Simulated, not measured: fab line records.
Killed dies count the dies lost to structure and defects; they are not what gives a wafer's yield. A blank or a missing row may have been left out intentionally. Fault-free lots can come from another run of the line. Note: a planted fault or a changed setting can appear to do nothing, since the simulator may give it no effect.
Split-lot study    flow berkeley-cmos170    23 wafers read from 5 lots, route of 331 steps

== SPLIT DETAILS ==
At UCB170_SDANNEAL_RTA_01 (time 5 s), the setting time-s was moved away from the recipe's 5 s on 11 of the 23 wafers read, by -12.5% to +11.6%. The other wafers ran this setting at the recipe's value.

== FROM THE SPLIT TO THE READING: what the file shows between them, 1 step ==
- UCB170_SDANNEAL_RS_MEAS_02: measures by four-point-probe

== THE READING ==
NSD_RS (ohm/sq), read at UCB170_SDANNEAL_RS_MEAS_03 with a four-point probe. A value of 37.25 ohm/sq with a standard deviation of 0.11 ohm/sq is what fault-free wafers of this fab line usually give.

wafer   tool, chamber at the split  time-s as run, s  against the recipe  NSD_RS, ohm/sq  against lot-mates on the recipe
L077.1  rtp-anneal-01, 0            5                 recipe              37.11           -
L077.2  rtp-anneal-01, 0            5                 recipe              37.24           -
L077.4  rtp-anneal-01, 0            5                 recipe              37.14           -
L084.1  rtp-anneal-01, 0            5.3               +6.0%               37.25           -0.22
L084.2  rtp-anneal-01, 0            5.3               +6.0%               37.20           -0.27
L084.4  rtp-anneal-01, 0            5                 recipe              37.50           -
L084.5  rtp-anneal-01, 0            5                 recipe              37.48           -
L084.6  rtp-anneal-01, 0            5                 recipe              37.43           -
L083.1  rtp-anneal-02, 0            5.202             +4.0%               37.02           -0.14
L083.2  rtp-anneal-02, 0            5.202             +4.0%               37.08           -0.09
L083.3  rtp-anneal-02, 0            5.202             +4.0%               37.00           -0.16
L083.5  rtp-anneal-02, 0            5                 recipe              37.17           -
L083.6  rtp-anneal-02, 0            5                 recipe              37.16           -
L082.1  rtp-anneal-02, 0            4.377             -12.5%              37.67           +0.45
L082.2  rtp-anneal-02, 0            4.377             -12.5%              37.74           +0.52
L082.4  rtp-anneal-02, 0            5                 recipe              37.19           -
L082.5  rtp-anneal-02, 0            4.377             -12.5%              37.64           +0.42
L082.6  rtp-anneal-02, 0            5                 recipe              37.25           -
L080.2  rtp-anneal-01, 0            5.58              +11.6%              36.86           -0.36
L080.3  rtp-anneal-01, 0            5                 recipe              37.20           -
L080.4  rtp-anneal-01, 0            5                 recipe              37.23           -
L080.5  rtp-anneal-01, 0            5.58              +11.6%              36.84           -0.38
L080.6  rtp-anneal-01, 0            5.58              +11.6%              36.79           -0.43

THE FIT
A straight line over all 23 wafers: NSD_RS changes by -0.0342 ohm/sq for each +1% of time-s; r = -0.89; the points scatter about the line by 0.12 ohm/sq.
The same after taking each lot's own level away (the mean of its wafers on the recipe; 23 wafers): -0.0357 ohm/sq for each +1%; r = -0.99; scatter 0.039 ohm/sq.
The reading moves by 0.44 ohm/sq for the largest change in time-s, on that fit.
The span of the lots' own levels, 37.163 to 37.470 ohm/sq, comes to 2.8 times the standard deviation stated above.
The two slopes agree, so the slope changes little with the lot-to-lot level.
Check: for one of the wafers moved furthest among these (-12.5%), held out of the fit, the line's prediction against its lot-mates is +0.45 ohm/sq. Against them it came out at +0.45 ohm/sq.

== OTHER SPLITS ON THESE WAFERS ==
Before the reading, these wafers also passed through other splits. Each is held against what the fit with the lots' levels taken away leaves over:
other split on the same wafers     wafers away from the commonest value  r with NSD_RS (lot level and that fit taken away)
UCB170_PLDD_EXPOSE_03 dose-mj      7                                     +0.07
UCB170_NLDD_COAT_01 resist-thk-nm  7                                     -0.05

== THE WHOLE CHAIN: every reading that the file lists as answering this split, in the file's order ==
step                        what it does                  reading  change (the file's fit)              r (the file's)
UCB170_SDANNEAL_RS_MEAS_02  measures by four-point-probe  PSD_RS   -0.173 for each +1% of the setting   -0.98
UCB170_SDANNEAL_RS_MEAS_03  measures by four-point-probe  NSD_RS   -0.0358 for each +1% of the setting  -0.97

== FILE'S OWN FIT ==
NSD_RS changes by -0.0358 ohm/sq for each +1% of time-s, r = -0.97.
